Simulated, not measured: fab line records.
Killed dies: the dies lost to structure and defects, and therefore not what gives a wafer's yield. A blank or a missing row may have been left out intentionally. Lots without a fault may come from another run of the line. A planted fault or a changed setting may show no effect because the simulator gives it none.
What tool caused it? | flow rit cmos | 14 lots, 42 wafers sampled, at 2 steps of a route of 202

== WHAT THE GAUGES READ, wafer by wafer ==
Not one reading of a measure or inspect step in the record can be checked against a usual standard deviation.

== WHICH TOOL RAN EACH LOT (tool, then ch and the chambers of the sampled wafers, then the start) ==
lot  | RIT_PRETRO_DEVELOP_05            | RIT_M1_PROBE_99
L685 | litho track-03 ch 0, day 2 06:00 | -
L686 | litho track-03 ch 0, day 2 14:00 | -
L687 | litho track-04 ch 0, day 2 17:00 | -
L689 | litho track-03 ch 0, day 3 02:00 | -
L692 | litho track-03 ch 0, day 3 17:00 | prober-02, day 4 19:40
L694 | litho track-01 ch 0, day 4 03:00 | prober-02, day 5 07:15
L696 | litho track-04 ch 0, day 4 15:00 | prober-02, day 5 16:58
L697 | litho track-04 ch 0, day 4 19:00 | -
L698 | litho track-04 ch 0, day 5 00:00 | prober-01, day 6 02:28
L703 | litho track-03 ch 0, day 6 01:00 | prober-02, day 7 04:08
L704 | litho track-04 ch 0, day 6 06:00 | -
L706 | litho track-04 ch 0, day 6 16:00 | -
L707 | litho track-03 ch 0, day 6 21:00 | -
L708 | litho track-04 ch 0, day 7 01:00 | -
- RIT_PRETRO_DEVELOP_05: develop time 68 s.
- RIT_M1_PROBE_99

== AS READ BY THE TOOLS THEMSELVES (means over the sampled wafers that have a number; for cases with no such wafer, the mark the record gives instead) ==
RIT_PRETRO_DEVELOP_05. Usual: 22.99 C for developer temp C, sd 0.11.
lot  | tool           | developer temp C (C) | flag
L685 | litho track-03 | 22.98                |
L686 | litho track-03 | 23.02                |
L687 | litho track-04 | 23.14                |
L689 | litho track-03 | 22.24                | OFF
L692 | litho track-03 | 22.06                | OFF
L694 | litho track-01 | 23.12                |
L696 | litho track-04 | 22.85                |
L697 | litho track-04 | 22.92                |
L698 | litho track-04 | 22.91                |
L703 | litho track-03 | 23.13                |
L704 | litho track-04 | 22.95                |
L706 | litho track-04 | 23.06                |
L707 | litho track-03 | 22.88                |
L708 | litho track-04 | 22.99                |

RIT_M1_PROBE_99. Usual: killed_at_M0_to_M3 0.0, standard deviation 0.18; killed at contacts 0.1, standard deviation 0.27; killed at front end 6.6, standard deviation 3; killed dies 7, standard deviation 3; killed open 3.3, standard deviation 2; killed short 3.4, standard deviation 2.
lot  | tool      | killed_at_M0_to_M3 | killed at contacts | killed at front end | killed dies | killed open | killed short | flag
L692 | prober-02 | 0.0                | 0.0                | 5.0                 | 5           | 2.3         | 2.7          |
L694 | prober-02 | 0.0                | 0.0                | 7.0                 | 7           | 3.0         | 4.0          |
L696 | prober-02 | 0.0                | 0.0                | 9.3                 | 9           | 5.0         | 4.0          |
L698 | prober-01 | 0.0                | 0.0                | 6.0                 | 6           | 3.7         | 2.3          |
L703 | prober-02 | 0.0                | 0.0                | 9.3                 | 9           | 3.0         | 6.3          |

== THE ANSWER, worked out from the rows above alone ==
Rule: a lot is off if the mean of its wafers that have a number lies more than 3 standard deviations from the usual mean. A lot without any number at a reading at which 4 lots or more have one is off too. All remaining lots with rows at the step are treated as sound. First the gauges in route order, then the tools' own readings, where a lot's mean is used as printed above. At the first step where some lot is off, the reading lying furthest off is the one used; lots without a number count as furthest.
Off, at RIT_PRETRO_DEVELOP_05 on developer temp C: L689, L692.
If a tool, at that step or one of the process steps before it, ran each lot that is off and ran no sound lot following the first of them, it fits. No candidate that was tried fits.

== WHAT THE SIMULATOR HAD INSERTED ==
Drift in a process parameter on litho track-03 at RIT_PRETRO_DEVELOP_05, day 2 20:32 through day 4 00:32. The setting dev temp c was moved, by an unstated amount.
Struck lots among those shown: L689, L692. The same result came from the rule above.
